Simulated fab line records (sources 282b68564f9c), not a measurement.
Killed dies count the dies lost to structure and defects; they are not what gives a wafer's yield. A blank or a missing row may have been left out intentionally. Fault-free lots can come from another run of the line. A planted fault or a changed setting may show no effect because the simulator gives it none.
fab line records / flow rit-cmos
[record] lots = 6 wafers = 18 last-day = 7
route steps=202 shown NSD@131 PSD@142 M1@202
lots untouched by any fault: they come from a run of this same line in which no faults occurred
start-h: the number of hours between the record's first day and the start of the first shown wafer of the lot / wait-h: hours from the lot's prior step to this one / " the same as in the row above / L1.1+2: several wafers, shown together as one row / - no value, or no start was given / * or withheld: withheld / < > ~ a bound
route shown NAME@n: a module of which the file shows steps, and the number in the route of the first / usual: average and standard deviation across the fault-free wafers / same: alike in all rows / chamber/n: place in a boat / sites: per-site readings / _std_site: the values' standard deviation / _edge_site: mean of outer sites minus mean of inner sites / radius-mm: how far each site lies from the wafer's centre / mask NAME#n: copy n / behind: the tool/chamber that last shaped the wafer / hold: reason for holding the lot/hours on hold/outcome of the hold / device: which transistor (n, p or np) failed to switch / end of line: the route-end tests of the same wafers / for a step that has no rows: nothing shown but its recipe / killed: the dies lost at the first sort to structure and to defects; this is not the yield of the wafer / map: shows each die of a wafer: x if killed, . if not, _ if none is there
set.NAME: the setting as run; set.NAME@STEP: as run at that earlier step / model.NAME: the simulator's own value behind a step, which no gauge read
lots at some steps of the route; a table a step, a row a wafer
services: the hour from which a tool's chamber was out of use, counted from the record's first day as start-h (under 0 if before that day), plus the number of hours and why
[[steps]]
[step RIT_NSD_HMDS_00]
[recipe] prime-time-s = 60 prime-temp-c = 140
[step RIT_NSD_COAT_01]
[recipe] resist = NOVOLAK spin-rpm = 3250 resist-thk-nm = 1000
[step RIT_NSD_SOFTBAKE_02]
[recipe] resist = NOVOLAK temp-c = 90 time-s = 60
[step RIT_NSD_EXPOSE_03]
[recipe] mask-id = M9 na = 0.57 target-cd-nm = 40700 dose-mj = 250
[step RIT_NSD_PEB_04]
[recipe] resist = NOVOLAK temp-c = withheld time-s = withheld
[step RIT_NSD_DEVELOP_05]
[recipe] resist = NOVOLAK develop-time-s = 50 dev-temp-c = 23
[step RIT_NSD_OVL_MEAS_06]
[usual] NSD_OVL = 0.2/1.5
lot.wafer=L451.2 tool=overlay-02 chamber=- start-h=53.07 wait-h=- NSD_OVL[nm]=1.1
lot.wafer=L451.3 tool=overlay-02 chamber=- start-h=53.07 wait-h=- NSD_OVL[nm]=1.3
lot.wafer=L451.4 tool=overlay-02 chamber=- start-h=53.07 wait-h=- NSD_OVL[nm]=-0.5
lot.wafer=L454.1 tool=overlay-02 chamber=- start-h=67.72 wait-h=- NSD_OVL[nm]=1.0
lot.wafer=L454.3 tool=overlay-02 chamber=- start-h=67.72 wait-h=- NSD_OVL[nm]=3.1
lot.wafer=L454.4 tool=overlay-02 chamber=- start-h=67.72 wait-h=- NSD_OVL[nm]=1.5
lot.wafer=L461.1 tool=overlay-01 chamber=- start-h=103.66 wait-h=- NSD_OVL[nm]=1.7
lot.wafer=L461.3 tool=overlay-01 chamber=- start-h=103.66 wait-h=- NSD_OVL[nm]=0.0
lot.wafer=L461.4 tool=overlay-01 chamber=- start-h=103.66 wait-h=- NSD_OVL[nm]=0.8
lot.wafer=L463.1 tool=overlay-02 chamber=- start-h=119.71 wait-h=- NSD_OVL[nm]=0.8
lot.wafer=L463.5 tool=overlay-02 chamber=- start-h=119.71 wait-h=- NSD_OVL[nm]=-0.1
lot.wafer=L463.6 tool=overlay-02 chamber=- start-h=119.71 wait-h=- NSD_OVL[nm]=0.4
lot.wafer=L470.1 tool=overlay-02 chamber=- start-h=146.42 wait-h=- NSD_OVL[nm]=1.7
lot.wafer=L470.4 tool=overlay-02 chamber=- start-h=146.42 wait-h=- NSD_OVL[nm]=-0.2
lot.wafer=L470.5 tool=overlay-02 chamber=- start-h=146.42 wait-h=- NSD_OVL[nm]=1.3
lot.wafer=L472.3 tool=overlay-01 chamber=- start-h=156.35 wait-h=- NSD_OVL[nm]=1.8
lot.wafer=L472.4 tool=overlay-01 chamber=- start-h=156.35 wait-h=- NSD_OVL[nm]=2.5
lot.wafer=L472.5 tool=overlay-01 chamber=- start-h=156.35 wait-h=- NSD_OVL[nm]=2.5
[step RIT_NSD_HARDBAKE_07]
[recipe] resist = NOVOLAK temp-c = 140 time-s = 60
[step RIT_NSD_IMPLANT_08]
[recipe] species = P energy-kev = 25 dose-cm2 = 1e+15 tilt-deg = 7
[step RIT_NSD_STRIP_09]
[recipe] chemistry = O2 time-s = 180 resist = NOVOLAK platen-temp-c = withheld power-w = 500 pressure-mtorr = 4000 o2-flow-sccm = 4000
[usual] drypump-motor-current-A = 5.4/0.37 rf-refl-power-W = 7.1/1.1
lot.wafer=L451.2 tool=plasma-asher-04 chamber=1 start-h=53.40 wait-h=0.1 drypump-motor-current-A=5.3 rf-hours-counter-h=42 rf-refl-power-W=6.8
lot.wafer=L451.3 tool=plasma-asher-04 chamber=1 start-h=53.40 wait-h=0.1 drypump-motor-current-A=5.3 rf-hours-counter-h=- rf-refl-power-W=7.2
lot.wafer=L451.4 tool=plasma-asher-04 chamber=0 start-h=53.40 wait-h=0.1 drypump-motor-current-A=5.9 rf-hours-counter-h=- rf-refl-power-W=4.8
lot.wafer=L454.1 tool=plasma-asher-04 chamber=1 start-h=68.06 wait-h=0.1 drypump-motor-current-A=5.3 rf-hours-counter-h=44 rf-refl-power-W=7.2
lot.wafer=L454.3 tool=plasma-asher-04 chamber=1 start-h=68.06 wait-h=0.1 drypump-motor-current-A=5.3 rf-hours-counter-h=- rf-refl-power-W=6.9
lot.wafer=L454.4 tool=plasma-asher-04 chamber=0 start-h=68.06 wait-h=0.1 drypump-motor-current-A=5.9 rf-hours-counter-h=- rf-refl-power-W=5.0
lot.wafer=L461.1 tool=plasma-asher-02 chamber=0 start-h=104.00 wait-h=0.1 drypump-motor-current-A=5.7 rf-hours-counter-h=31 rf-refl-power-W=6.7
lot.wafer=L461.3 tool=plasma-asher-02 chamber=0 start-h=104.00 wait-h=0.1 drypump-motor-current-A=5.7 rf-hours-counter-h=- rf-refl-power-W=6.5
lot.wafer=L461.4 tool=plasma-asher-02 chamber=1 start-h=104.00 wait-h=0.1 drypump-motor-current-A=4.7 rf-hours-counter-h=- rf-refl-power-W=8.4
lot.wafer=L463.1 tool=plasma-asher-01 chamber=1 start-h=120.04 wait-h=0.1 drypump-motor-current-A=5.5 rf-hours-counter-h=48 rf-refl-power-W=8.4
lot.wafer=L463.5 tool=plasma-asher-01 chamber=0 start-h=120.04 wait-h=0.1 drypump-motor-current-A=5.3 rf-hours-counter-h=- rf-refl-power-W=6.6
lot.wafer=L463.6 tool=plasma-asher-01 chamber=1 start-h=120.04 wait-h=0.1 drypump-motor-current-A=5.5 rf-hours-counter-h=- rf-refl-power-W=8.5
lot.wafer=L470.1 tool=plasma-asher-02 chamber=0 start-h=146.76 wait-h=0.1 drypump-motor-current-A=5.7 rf-hours-counter-h=36 rf-refl-power-W=6.8
lot.wafer=L470.4 tool=plasma-asher-02 chamber=0 start-h=146.76 wait-h=0.1 drypump-motor-current-A=5.7 rf-hours-counter-h=- rf-refl-power-W=6.6
lot.wafer=L470.5 tool=plasma-asher-02 chamber=0 start-h=146.76 wait-h=0.1 drypump-motor-current-A=5.7 rf-hours-counter-h=- rf-refl-power-W=6.7
lot.wafer=L472.3 tool=plasma-asher-02 chamber=1 start-h=156.73 wait-h=0.1 drypump-motor-current-A=4.7 rf-hours-counter-h=- rf-refl-power-W=8.4
lot.wafer=L472.4 tool=plasma-asher-02 chamber=0 start-h=156.73 wait-h=0.1 drypump-motor-current-A=5.7 rf-hours-counter-h=- rf-refl-power-W=6.9
lot.wafer=L472.5 tool=plasma-asher-02 chamber=1 start-h=156.73 wait-h=0.1 drypump-motor-current-A=4.8 rf-hours-counter-h=- rf-refl-power-W=8.7
[step RIT_NSD_TW_MEAS_10]
[usual] NSD_TW = 3112/17
lot.wafer=L451.2 tool=film-metro-02 chamber=- start-h=53.59 wait-h=0.1 NSD_TW=3106
lot.wafer=L451.3 tool=film-metro-02 chamber=- start-h=53.59 wait-h=0.1 NSD_TW=3126
lot.wafer=L451.4 tool=film-metro-02 chamber=- start-h=53.59 wait-h=0.1 NSD_TW=3115
lot.wafer=L454.1 tool=film-metro-02 chamber=- start-h=68.23 wait-h=0.1 NSD_TW=3120
lot.wafer=L454.3 tool=film-metro-02 chamber=- start-h=68.23 wait-h=0.1 NSD_TW=3118
lot.wafer=L454.4 tool=film-metro-02 chamber=- start-h=68.23 wait-h=0.1 NSD_TW=3099
lot.wafer=L461.1 tool=film-metro-01 chamber=- start-h=104.17 wait-h=0.1 NSD_TW=3113
lot.wafer=L461.3 tool=film-metro-01 chamber=- start-h=104.17 wait-h=0.1 NSD_TW=3102
lot.wafer=L461.4 tool=film-metro-01 chamber=- start-h=104.17 wait-h=0.1 NSD_TW=3106
lot.wafer=L463.1 tool=film-metro-02 chamber=- start-h=120.22 wait-h=0.1 NSD_TW=3142
lot.wafer=L463.5 tool=film-metro-02 chamber=- start-h=120.22 wait-h=0.1 NSD_TW=3120
lot.wafer=L463.6 tool=film-metro-02 chamber=- start-h=120.22 wait-h=0.1 NSD_TW=3127
lot.wafer=L470.1 tool=film-metro-01 chamber=- start-h=146.93 wait-h=0.1 NSD_TW=3113
lot.wafer=L470.4 tool=film-metro-01 chamber=- start-h=146.93 wait-h=0.1 NSD_TW=3111
lot.wafer=L470.5 tool=film-metro-01 chamber=- start-h=146.93 wait-h=0.1 NSD_TW=3104
lot.wafer=L472.3 tool=film-metro-02 chamber=- start-h=156.87 wait-h=0.1 NSD_TW=3113
lot.wafer=L472.4 tool=film-metro-02 chamber=- start-h=156.87 wait-h=0.1 NSD_TW=3093
lot.wafer=L472.5 tool=film-metro-02 chamber=- start-h=156.87 wait-h=0.1 NSD_TW=3107
[step RIT_PSD_HMDS_00]
[recipe] prime-time-s = 60 prime-temp-c = 140
[step RIT_PSD_COAT_01]
[recipe] resist = NOVOLAK spin-rpm = 3250 resist-thk-nm = 1000
[usual] spin-speed-rpm = 3249.8/2
lot.wafer=L451.2 tool=litho-track-01 chamber=0 start-h=53.81 wait-h=0.1 spin-speed-rpm=3250.7 model.NOVOLAK_of_PSD_COAT_01.thk-nm=997.4
lot.wafer=L451.3 tool=litho-track-01 chamber=0 start-h=53.81 wait-h=0.1 spin-speed-rpm=3249.5 model.NOVOLAK_of_PSD_COAT_01.thk-nm=1002
lot.wafer=L451.4 tool=litho-track-01 chamber=0 start-h=53.81 wait-h=0.1 spin-speed-rpm=3252.0 model.NOVOLAK_of_PSD_COAT_01.thk-nm=999.7
lot.wafer=L454.1 tool=litho-track-03 chamber=0 start-h=68.44 wait-h=0.1 spin-speed-rpm=3253.6 model.NOVOLAK_of_PSD_COAT_01.thk-nm=998.9
lot.wafer=L454.3 tool=litho-track-03 chamber=0 start-h=68.44 wait-h=0.1 spin-speed-rpm=3250.9 model.NOVOLAK_of_PSD_COAT_01.thk-nm=998.8
lot.wafer=L454.4 tool=litho-track-03 chamber=0 start-h=68.44 wait-h=0.1 spin-speed-rpm=3250.2 model.NOVOLAK_of_PSD_COAT_01.thk-nm=999.7
lot.wafer=L461.1 tool=litho-track-03 chamber=0 start-h=104.38 wait-h=0.1 spin-speed-rpm=3737.3 model.NOVOLAK_of_PSD_COAT_01.thk-nm=933.4
lot.wafer=L461.3 tool=litho-track-03 chamber=0 start-h=104.38 wait-h=0.1 spin-speed-rpm=3741.8 model.NOVOLAK_of_PSD_COAT_01.thk-nm=930.1
lot.wafer=L461.4 tool=litho-track-03 chamber=0 start-h=104.38 wait-h=0.1 spin-speed-rpm=3736.4 model.NOVOLAK_of_PSD_COAT_01.thk-nm=931.2
lot.wafer=L463.1 tool=litho-track-03 chamber=0 start-h=120.43 wait-h=0.1 spin-speed-rpm=3734.7 model.NOVOLAK_of_PSD_COAT_01.thk-nm=936.8
lot.wafer=L463.5 tool=litho-track-03 chamber=0 start-h=120.43 wait-h=0.1 spin-speed-rpm=3738.9 model.NOVOLAK_of_PSD_COAT_01.thk-nm=934.8
lot.wafer=L463.6 tool=litho-track-03 chamber=0 start-h=120.43 wait-h=0.1 spin-speed-rpm=3741.1 model.NOVOLAK_of_PSD_COAT_01.thk-nm=933.2
lot.wafer=L470.1 tool=litho-track-01 chamber=0 start-h=147.14 wait-h=0.1 spin-speed-rpm=3252.3 model.NOVOLAK_of_PSD_COAT_01.thk-nm=1004
lot.wafer=L470.4 tool=litho-track-01 chamber=0 start-h=147.14 wait-h=0.1 spin-speed-rpm=3250.3 model.NOVOLAK_of_PSD_COAT_01.thk-nm=998.2
lot.wafer=L470.5 tool=litho-track-01 chamber=0 start-h=147.14 wait-h=0.1 spin-speed-rpm=3249.7 model.NOVOLAK_of_PSD_COAT_01.thk-nm=1004
lot.wafer=L472.3 tool=litho-track-01 chamber=0 start-h=157.11 wait-h=0.1 spin-speed-rpm=3251.6 model.NOVOLAK_of_PSD_COAT_01.thk-nm=1005
lot.wafer=L472.4 tool=litho-track-01 chamber=0 start-h=157.11 wait-h=0.1 spin-speed-rpm=3248.7 model.NOVOLAK_of_PSD_COAT_01.thk-nm=1004
lot.wafer=L472.5 tool=litho-track-01 chamber=0 start-h=157.11 wait-h=0.1 spin-speed-rpm=3249.5 model.NOVOLAK_of_PSD_COAT_01.thk-nm=1003
[step RIT_PSD_SOFTBAKE_02]
[recipe] resist = NOVOLAK temp-c = 90 time-s = 60
[step RIT_PSD_EXPOSE_03]
[recipe] mask-id = M10 na = 0.57 target-cd-nm = 40900 dose-mj = 250
[step RIT_PSD_PEB_04]
[recipe] resist = NOVOLAK temp-c = withheld time-s = withheld
[step RIT_PSD_DEVELOP_05]
[recipe] resist = NOVOLAK develop-time-s = 50 dev-temp-c = 23
[step RIT_PSD_OVL_MEAS_06]
[usual] PSD_OVL = 0.0/1.3
lot.wafer=L451.2 tool=overlay-02 chamber=- start-h=54.49 wait-h=- PSD_OVL[nm]=0.6
lot.wafer=L451.3 tool=overlay-02 chamber=- start-h=54.49 wait-h=- PSD_OVL[nm]=1.2
lot.wafer=L451.4 tool=overlay-02 chamber=- start-h=54.49 wait-h=- PSD_OVL[nm]=0.2
lot.wafer=L454.1 tool=overlay-01 chamber=- start-h=69.14 wait-h=- PSD_OVL[nm]=0.9
lot.wafer=L454.3 tool=overlay-01 chamber=- start-h=69.14 wait-h=- PSD_OVL[nm]=2.4
lot.wafer=L454.4 tool=overlay-01 chamber=- start-h=69.14 wait-h=- PSD_OVL[nm]=1.6
lot.wafer=L461.1 tool=overlay-02 chamber=- start-h=105.22 wait-h=- PSD_OVL[nm]=1.7
lot.wafer=L461.3 tool=overlay-02 chamber=- start-h=105.22 wait-h=- PSD_OVL[nm]=4.1
lot.wafer=L461.4 tool=overlay-02 chamber=- start-h=105.22 wait-h=- PSD_OVL[nm]=1.4
lot.wafer=L463.1 tool=overlay-02 chamber=- start-h=121.25 wait-h=- PSD_OVL[nm]=-0.5
lot.wafer=L463.5 tool=overlay-02 chamber=- start-h=121.25 wait-h=- PSD_OVL[nm]=0.6
lot.wafer=L463.6 tool=overlay-02 chamber=- start-h=121.25 wait-h=- PSD_OVL[nm]=0.4
lot.wafer=L470.1 tool=overlay-01 chamber=- start-h=147.84 wait-h=- PSD_OVL[nm]=-0.6
lot.wafer=L470.4 tool=overlay-01 chamber=- start-h=147.84 wait-h=- PSD_OVL[nm]=-1.0
lot.wafer=L470.5 tool=overlay-01 chamber=- start-h=147.84 wait-h=- PSD_OVL[nm]=-1.5
lot.wafer=L472.3 tool=overlay-02 chamber=- start-h=157.89 wait-h=- PSD_OVL[nm]=-1.1
lot.wafer=L472.4 tool=overlay-02 chamber=- start-h=157.89 wait-h=- PSD_OVL[nm]=1.4
lot.wafer=L472.5 tool=overlay-02 chamber=- start-h=157.89 wait-h=- PSD_OVL[nm]=1.3
[step RIT_PSD_HARDBAKE_07]
[recipe] resist = NOVOLAK temp-c = 140 time-s = 60
lot.wafer=L451.2 tool=litho-track-04 chamber=0 start-h=54.55 wait-h=0.0 model.NOVOLAK_of_PSD_COAT_01.thk-nm=881.5
lot.wafer=L451.3 tool=litho-track-04 chamber=0 start-h=54.55 wait-h=0.0 model.NOVOLAK_of_PSD_COAT_01.thk-nm=885.7
lot.wafer=L451.4 tool=litho-track-04 chamber=0 start-h=54.55 wait-h=0.0 model.NOVOLAK_of_PSD_COAT_01.thk-nm=883.6
lot.wafer=L454.1+3 tool=litho-track-03 chamber=0 start-h=69.18 wait-h=0.0 model.NOVOLAK_of_PSD_COAT_01.thk-nm=882.8
lot.wafer=L454.4 tool=litho-track-03 chamber=0 start-h=69.18 wait-h=0.0 model.NOVOLAK_of_PSD_COAT_01.thk-nm=883.5
lot.wafer=L461.1 tool=litho-track-01 chamber=0 start-h=105.37 wait-h=0.1 model.NOVOLAK_of_PSD_COAT_01.thk-nm=825.4
lot.wafer=L461.3 tool=litho-track-01 chamber=0 start-h=105.37 wait-h=0.1 model.NOVOLAK_of_PSD_COAT_01.thk-nm=822.6
lot.wafer=L461.4 tool=litho-track-01 chamber=0 start-h=105.37 wait-h=0.1 model.NOVOLAK_of_PSD_COAT_01.thk-nm=823.5
lot.wafer=L463.1 tool=litho-track-01 chamber=0 start-h=121.29 wait-h=0.0 model.NOVOLAK_of_PSD_COAT_01.thk-nm=828.5
lot.wafer=L463.5 tool=litho-track-01 chamber=0 start-h=121.29 wait-h=0.0 model.NOVOLAK_of_PSD_COAT_01.thk-nm=826.8
lot.wafer=L463.6 tool=litho-track-01 chamber=0 start-h=121.29 wait-h=0.0 model.NOVOLAK_of_PSD_COAT_01.thk-nm=825.4
lot.wafer=L470.1 tool=litho-track-01 chamber=0 start-h=147.88 wait-h=0.0 model.NOVOLAK_of_PSD_COAT_01.thk-nm=887
lot.wafer=L470.4 tool=litho-track-01 chamber=0 start-h=147.88 wait-h=0.0 model.NOVOLAK_of_PSD_COAT_01.thk-nm=882.2
lot.wafer=L470.5 tool=litho-track-01 chamber=0 start-h=147.88 wait-h=0.0 model.NOVOLAK_of_PSD_COAT_01.thk-nm=887.6
lot.wafer=L472.3 tool=litho-track-04 chamber=0 start-h=157.97 wait-h=0.1 model.NOVOLAK_of_PSD_COAT_01.thk-nm=888.2
lot.wafer=L472.4 tool=litho-track-04 chamber=0 start-h=157.97 wait-h=0.1 model.NOVOLAK_of_PSD_COAT_01.thk-nm=887.2
lot.wafer=L472.5 tool=litho-track-04 chamber=0 start-h=157.97 wait-h=0.1 model.NOVOLAK_of_PSD_COAT_01.thk-nm=886.5
[step RIT_PSD_IMPLANT_08]
[recipe] species = BF2 energy-kev = 27 dose-cm2 = 5e+15 tilt-deg = 7
[step RIT_M1_PROBE_99]
[usual] killed_at_M0_to_M3 = 0.0/0.22 killed-at-contacts = 0.0/0.18 killed-at-front-end = 7/3.1 killed-dies = 7/3.1 killed-open = 3.2/2.1 killed-short = 3.4/2
[same] gross-dies = 264 killed_at_M4_up = 0 killed-at-back-side = 0 killed-at-other = 0
lot.wafer=L451.2 tool=prober-01 chamber=- start-h=62.86 wait-h=0.1 killed_at_M0_to_M3=0 killed-at-contacts=1 killed-at-front-end=8 killed-dies=9 killed-open=7 killed-short=2
lot.wafer=L451.3 tool=prober-01 chamber=- start-h=62.91 wait-h=0.2 killed_at_M0_to_M3=0 killed-at-contacts=0 killed-at-front-end=5 killed-dies=5 killed-open=3 killed-short=2
lot.wafer=L451.4 tool=prober-01 chamber=- start-h=62.96 wait-h=0.2 killed_at_M0_to_M3=0 killed-at-contacts=0 killed-at-front-end=2 killed-dies=2 killed-open=2 killed-short=0
lot.wafer=L454.1 tool=prober-02 chamber=- start-h=78.09 wait-h=0.1 killed_at_M0_to_M3=0 killed-at-contacts=0 killed-at-front-end=15 killed-dies=15 killed-open=6 killed-short=9
lot.wafer=L454.3 tool=prober-02 chamber=- start-h=78.19 wait-h=0.2 killed_at_M0_to_M3=0 killed-at-contacts=0 killed-at-front-end=8 killed-dies=8 killed-open=2 killed-short=6
lot.wafer=L454.4 tool=prober-02 chamber=- start-h=78.24 wait-h=0.2 killed_at_M0_to_M3=1 killed-at-contacts=0 killed-at-front-end=9 killed-dies=10 killed-open=4 killed-short=6
lot.wafer=L461.1 tool=prober-01 chamber=- start-h=113.71 wait-h=0.1 killed_at_M0_to_M3=0 killed-at-contacts=0 killed-at-front-end=7 killed-dies=7 killed-open=4 killed-short=3
lot.wafer=L461.3 tool=prober-01 chamber=- start-h=113.81 wait-h=0.2 killed_at_M0_to_M3=0 killed-at-contacts=0 killed-at-front-end=5 killed-dies=5 killed-open=3 killed-short=2
lot.wafer=L461.4 tool=prober-01 chamber=- start-h=113.86 wait-h=0.2 killed_at_M0_to_M3=0 killed-at-contacts=0 killed-at-front-end=6 killed-dies=6 killed-open=0 killed-short=6
lot.wafer=L463.1 tool=prober-02 chamber=- start-h=130.73 wait-h=0.1 killed_at_M0_to_M3=0 killed-at-contacts=0 killed-at-front-end=3 killed-dies=3 killed-open=1 killed-short=2
lot.wafer=L463.5 tool=prober-02 chamber=- start-h=130.93 wait-h=0.2 killed_at_M0_to_M3=0 killed-at-contacts=0 killed-at-front-end=5 killed-dies=5 killed-open=3 killed-short=2
lot.wafer=L463.6 tool=prober-02 chamber=- start-h=130.98 wait-h=0.2 killed_at_M0_to_M3=0 killed-at-contacts=0 killed-at-front-end=6 killed-dies=6 killed-open=1 killed-short=5
lot.wafer=L470.1 tool=prober-01 chamber=- start-h=156.42 wait-h=0.1 killed_at_M0_to_M3=0 killed-at-contacts=0 killed-at-front-end=5 killed-dies=5 killed-open=2 killed-short=3
lot.wafer=L470.4 tool=prober-01 chamber=- start-h=156.57 wait-h=0.2 killed_at_M0_to_M3=0 killed-at-contacts=0 killed-at-front-end=5 killed-dies=5 killed-open=3 killed-short=2
lot.wafer=L470.5 tool=prober-01 chamber=- start-h=156.62 wait-h=0.2 killed_at_M0_to_M3=0 killed-at-contacts=0 killed-at-front-end=7 killed-dies=7 killed-open=1 killed-short=6
lot.wafer=L472.3 tool=prober-01 chamber=- start-h=167.26 wait-h=0.2 killed_at_M0_to_M3=0 killed-at-contacts=0 killed-at-front-end=5 killed-dies=5 killed-open=2 killed-short=3
lot.wafer=L472.4 tool=prober-01 chamber=- start-h=167.31 wait-h=0.2 killed_at_M0_to_M3=0 killed-at-contacts=0 killed-at-front-end=9 killed-dies=9 killed-open=5 killed-short=4
lot.wafer=L472.5 tool=prober-01 chamber=- start-h=167.36 wait-h=0.2 killed_at_M0_to_M3=0 killed-at-contacts=0 killed-at-front-end=13 killed-dies=13 killed-open=3 killed-short=10
// killed by level:class
L451.2 SPACER:geometric-particle:open=3 FOX1:geometric-particle:open=2 FOX2:geometric-particle:open=1 FOX2:geometric-particle:short=1 SPACER:geometric-particle:short=1 CONTACT:geometric-particle:open=1
L451.3 FOX2:geometric-particle:short=1 FOX2:geometric-particle:open=1 GATE:geometric-particle:open=1 REOX:geometric-particle:open=1 SPACER:geometric-particle:short=1
L451.4 SPACER:geometric-particle:open=1 SILICIDE:geometric-particle:open=1
L454.1 GATE:geometric-particle:short=5 FOX2:geometric-particle:open=3 GATE:geometric-particle:open=3 SPACER:geometric-particle:short=2 FOX2:geometric-particle:short=1 SILICIDE:geometric-particle:short=1
L454.3 GATE:geometric-particle:short=5 FOX2:geometric-particle:short=1 GATE:geometric-particle:open=1 REOX:geometric-particle:open=1
L454.4 FOX1:geometric-particle:short=3 SPACER:geometric-particle:open=2 FOX1:geometric-particle:open=1 GATE:geometric-particle:short=1 REOX:geometric-particle:short=1 SPACER:geometric-particle:short=1 M1:geometric-particle:open=1
L461.1 REOX:geometric-particle:open=2 GATE:geometric-particle:short=1 GATE:geometric-particle:open=1 SPACER:geometric-particle:short=1 SPACER:geometric-particle:open=1 SILICIDE:geometric-particle:short=1
L461.3 GATE:geometric-particle:open=3 REOX:geometric-particle:short=2
L461.4 FOX2:geometric-particle:short=2 GATE:geometric-particle:short=2 REOX:geometric-particle:short=1 SPACER:geometric-particle:short=1
L463.1 GATE:geometric-particle:short=2 GATE:geometric-particle:open=1
L463.5 FOX1:geometric-particle:open=1 GATE:geometric-particle:short=1 REOX:geometric-particle:short=1 REOX:geometric-particle:open=1 SPACER:geometric-particle:open=1
L463.6 GATE:geometric-particle:short=4 GATE:geometric-particle:open=1 SPACER:geometric-particle:short=1
L470.1 FOX1:geometric-particle:short=2 FOX1:geometric-particle:open=1 FOX2:geometric-particle:open=1 SPACER:geometric-particle:short=1
L470.4 FOX1:geometric-particle:open=2 FOX2:geometric-particle:open=1 GATE:geometric-particle:short=1 SILICIDE:geometric-particle:short=1
L470.5 FOX2:geometric-particle:short=2 GATE:geometric-particle:short=2 FOX1:geometric-particle:short=1 REOX:geometric-particle:open=1 SPACER:geometric-particle:short=1
L472.3 GATE:geometric-particle:short=2 GATE:geometric-particle:open=1 REOX:geometric-particle:open=1 REOX:geometric-particle:short=1
L472.4 GATE:geometric-particle:open=4 GATE:geometric-particle:short=2 FOX1:geometric-particle:open=1 SPACER:geometric-particle:short=1 SILICIDE:geometric-particle:short=1
L472.5 SILICIDE:geometric-particle:short=5 REOX:geometric-particle:short=3 GATE:geometric-particle:short=2 SILICIDE:geometric-particle:open=2 REOX:geometric-particle:open=1
[[services]]
tool=plasma-asher-04 chamber=- start-h=108.75 hours=9.0 kind=pm
tool=plasma-asher-04 chamber=0 start-h=108.75 hours=9.0 kind=vent-cycle
tool=plasma-asher-04 chamber=1 start-h=108.75 hours=9.0 kind=vent-cycle
tool=plasma-asher-02 chamber=- start-h=112.24 hours=1.4 kind=repair
tool=plasma-asher-04 chamber=0 start-h=117.75 hours=- kind=clean
tool=plasma-asher-04 chamber=1 start-h=117.75 hours=- kind=clean
tool=plasma-asher-02 chamber=- start-h=136.57 hours=2.0 kind=repair
[[key]]
[first-sign] step = RIT_PSD_COAT_01 reading = spin-speed-rpm direction = up sigmas = 99+ usual = 3249.8 struck = 3738.4
effect none on later readings
[model-effect] step = RIT_PSD_COAT_01 value = NOVOLAK_of_PSD_COAT_01.thk-nm without = 1001 struck = 933.2
[model-effect] step = RIT_PSD_HARDBAKE_07 value = NOVOLAK_of_PSD_COAT_01.thk-nm without = 884.6 struck = 825.4
met-at RIT_PSD_COAT_01
struck-wafers L461.1,L461.3,L461.4,L463.1,L463.5,L463.6
tester-left-out L461,L463
onset-between 68.44 104.38
[fault] kind = process-parameter-drift tool = litho-track-03 chamber = - onset-h = 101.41 steps = RIT_PSD_COAT_01 channel = spin-rpm offset = 488.63 shape = step end-h = 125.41 acts-in = these-recipes-only stated = 3250
// tester-left-out: of these lots the tester's yield and bins aren't shown, on N5 and GAA mostly nor the transistor test; their killed dies are dies lost to structure and defects alone, not to doping, threshold or leakage, so they don't give the yield
